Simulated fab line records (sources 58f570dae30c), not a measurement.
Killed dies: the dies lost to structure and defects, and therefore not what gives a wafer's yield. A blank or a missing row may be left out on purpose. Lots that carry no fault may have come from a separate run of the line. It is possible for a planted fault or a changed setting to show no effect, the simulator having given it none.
Which of the tools did it?    flow berkeley cmos170    Sampling: 13 lots, 39 wafers, 6 of 331 route steps

== WHAT THE GAUGES READ, wafer by wafer ==
UCB170_NWELL_TW_MEAS_16.
lot   measured     on             NWELL_TW
L461  day 2 04:19  film metro-04  1242 1242 1238
L462  day 2 11:47  film metro-04  1242 1241 1235
L463  day 2 15:54  film metro-01  1269 1266 1267
L464  day 2 22:36  film metro-03  1257 1249 1253
L465  day 3 03:46  film metro-01  1266 1257 1258
L466  day 3 12:27  film metro-01  1268 1260 1260
L467  day 3 13:07  film metro-03  1252 1245 1246
L469  day 4 00:05  film metro-04  1244 1250 1242
L470  day 4 00:50  film metro-01  1268 1260 1264
L472  day 4 14:47  film metro-01  1265 1261 1258
L481  day 6 09:36  film metro-03  1242 1245 1241
L480  day 6 09:52  film metro-01  1265 1268 1257
L482  day 6 16:38  film metro-01  1265 1261 1257

UCB170_PWELL_TW_MEAS_17.
lot   measured     on             PWELL_TW
L461  day 2 22:56  film metro-02  381.9 382.6 381.8
L462  day 3 07:35  film metro-04  378.3 378.0 377.8
L463  day 3 09:06  film metro-01  382.7 381.3 382.8
L464  day 3 17:03  film metro-04  376.9 378.4 378.7
L465  day 3 20:42  film metro-01  382.0 384.8 383.0
L466  day 4 01:56  film metro-04  380.6 377.1 378.3
L467  day 4 01:40  film metro-02  381.9 383.0 383.5
L469  day 4 16:19  film metro-04  378.4 376.8 376.4
L470  day 4 16:36  film metro-01  383.8 382.6 384.7
L472  day 5 10:11  film metro-01  384.9 383.6 385.1
L481  day 7 02:28  film metro-01  384.5 381.7 386.0
L480  day 7 05:53  film metro-01  383.6 382.8 382.4
L482  day 7 05:43  film metro-02  380.6 383.8 379.7

UCB170_ACTIVE_THK_MEAS_06.
lot   measured     on             ACTIVE_NITRIDE_THK (nm)
L461  day 3 20:50  film metro-03  219.1 218.9 216.7
L462  day 4 07:28  film metro-04  222.6 220.3 220.5
L463  day 4 07:28  film metro-03  219.7 220.1 218.6
L464  day 4 15:57  film metro-03  216.9 214.7 215.1
L465  day 4 21:49  film metro-02  218.4 217.6 217.0
L466  day 5 04:45  film metro-04  221.4 222.3 222.9
L467  day 5 04:47  film metro-02  218.4 219.5 218.8
L469  day 5 17:02  film metro-02  218.1 216.9 219.5
L470  day 5 17:01  film metro-04  221.7 221.4 221.7
L472  day 6 09:32  film metro-04  208.7 206.7 208.5
L481  day 8 06:17  film metro-03  218.5 218.4 219.1
L480  day 8 06:17  film metro-04  218.2 217.8 217.3
L482  day 8 06:17  film metro-02  219.6 220.9 218.3

UCB170_PFIELD_OVL_MEAS_06.
lot   measured     on          PFIELD_OVL (nm)
L461  day 4 00:51  overlay-01  8 -2 7
L462  day 4 11:47  overlay-01  -1 7 5
L463  day 4 11:17  overlay-02  5 -1 -2
L464  day 4 20:31  overlay-01  2 11 8
L465  day 5 03:13  overlay-01  0 0 3
L466  day 5 07:25  overlay-02  1 8 3
L467  day 5 07:53  overlay-01  -2 6 4
L469  day 5 20:35  overlay-02  2 4 7
L470  day 5 20:25  overlay-02  0 4 2
L472  day 6 16:41  overlay-02  7 11 11
L481  day 8 08:58  overlay-02  -3 2 -4
L480  day 8 09:05  overlay-02  4 7 11
L482  day 8 09:24  overlay-02  5 7 6

== WHICH TOOL RAN EACH LOT (tool, then ch and the chambers of the sampled wafers, then the start) ==
lot   UCB170_ACTIVE_CVD_05        UCB170_ACTIVE_ETCH_15
L461  lpcvd-02 ch 0, day 3 18:55  rie diel-02 ch 0,1,3, day 3 23:01
L462  lpcvd-02 ch 1, day 4 05:32  rie diel-03 ch 0,2,3, day 4 09:44
L463  lpcvd-02 ch 1, day 4 05:32  rie diel-02 ch 0,1,2, day 4 09:30
L464  lpcvd-02 ch 1, day 4 14:02  rie diel-01 ch 0,2,3, day 4 17:00
L465  lpcvd-01 ch 1, day 4 19:53  rie diel-02 ch 1,2, day 5 00:19
L466  lpcvd-02 ch 1, day 5 02:50  rie diel-01 ch 0,1,2, day 5 05:48
L467  lpcvd-02 ch 1, day 5 02:50  rie diel-02 ch 1,2,3, day 5 06:32
L469  lpcvd-01 ch 0, day 5 15:02  rie diel-01 ch 0,3, day 5 18:20
L470  lpcvd-01 ch 0, day 5 15:02  rie diel-03 ch 1,3, day 5 18:10
L472  lpcvd-01 ch 0, day 6 07:37  rie diel-03 ch 0,2, day 6 11:00
L481  lpcvd-02 ch 0, day 8 04:22  rie diel-01 ch 0,2, day 8 07:28
L480  lpcvd-02 ch 0, day 8 04:22  rie diel-02 ch 0,2,3, day 8 07:44
L482  lpcvd-02 ch 0, day 8 04:22  rie diel-03 ch 0,1, day 8 07:56
- UCB170_ACTIVE_CVD_05: deposits Si3N4 from SiH2Cl2/NH3, target thk 220 nm, time 3300 s.
- UCB170_ACTIVE_ETCH_15: etches Si3N4 in CH3F/Ar/O2, stops on SiO2, target depth 242 nm, time 151 s.

== AS READ BY THE TOOLS THEMSELVES (means over the sampled wafers that have a number; for cases with no such wafer, the mark the record gives instead) ==
UCB170_ACTIVE_CVD_05.
lot   tool      spike tc source C (C)
L461  lpcvd-02  826.2
L462  lpcvd-02  829.0
L463  lpcvd-02  828.8
L464  lpcvd-02  828.9
L465  lpcvd-01  820.4
L466  lpcvd-02  829.2
L467  lpcvd-02  827.9
L469  lpcvd-01  826.5
L470  lpcvd-01  826.3
L472  lpcvd-01  826.3
L481  lpcvd-02  827.2
L480  lpcvd-02  827.0
L482  lpcvd-02  825.8

UCB170_ACTIVE_ETCH_15.
lot   tool         drypump motor current A (A)  mfc ar sccm (sccm)  oes product au (a.u.)  rf fwd power W (W)  throttle valve pct (%)
L461  rie diel-02  5.7                          49.99               0.937                  448.0               8.07
L462  rie diel-03  6.1                          50.10               0.935                  448.7               7.92
L463  rie diel-02  5.9                          49.96               0.944                  448.1               7.99
L464  rie diel-01  5.5                          49.93               0.921                  447.8               7.99
L465  rie diel-02  6.2                          49.96               0.938                  448.7               7.81
L466  rie diel-01  5.8                          49.89               0.951                  446.8               8.08
L467  rie diel-02  6.0                          50.01               0.938                  447.8               7.91
L469  rie diel-01  5.5                          50.07               0.932                  447.4               8.05
L470  rie diel-03  5.9                          50.03               0.944                  447.9               8.09
L472  rie diel-03  6.1                          49.95               0.902                  449.5               7.91
L481  rie diel-01  5.6                          49.98               0.940                  448.8               8.02
L480  rie diel-02  5.7                          50.11               0.942                  446.7               8.00
L482  rie diel-03  6.0                          50.17               0.923                  448.0               8.08

== THE ANSWER, worked out from the rows above alone ==
Rule: the usual values come from the lots themselves. The widest of any qualifying gaps counts: lots, ordered by their means at a reading, are off when they make up no more than a third of the lots, leave a main group of 4 or more, and stand apart from it by 3 or more times the standard deviation of that group's means. Not used: any main group whose means are identical at the precision the tables above print for the reading. A lot without any number at a reading at which 4 lots or more have one is off too. The other lots that the step has rows for count as sound. The gauges are gone through in route order, then the tools' own readings, and for those a lot's mean is taken as printed above. The first step at which some lot is off is used, and at that step the reading that is off furthest; a lot without a number counts as furthest.
Off: L472, seen at UCB170_ACTIVE_THK_MEAS_06 (ACTIVE_NITRIDE_THK). Main group: mean 219.1 nm, sd 1.8.
If a tool, at a process step before that reading, ran all the lots that are off and no sound lot after the first of them, it fits. Those tools and the gauges at UCB170_ACTIVE_THK_MEAS_06 are tried in the same way. One fits: UCB170_ACTIVE_CVD_05 on lpcvd-01. Its last sound lot is L469 (day 5 15:02), its first lot that is off L472 (day 6 07:37): a fault that began between those two fits.

== WHAT THE SIMULATOR HAD PUT IN ==
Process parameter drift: lpcvd-01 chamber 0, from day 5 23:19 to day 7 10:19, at UCB170_ACTIVE_CVD_05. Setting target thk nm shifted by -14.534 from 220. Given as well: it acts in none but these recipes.
Struck lots among those shown: L472. The rule above found the same.
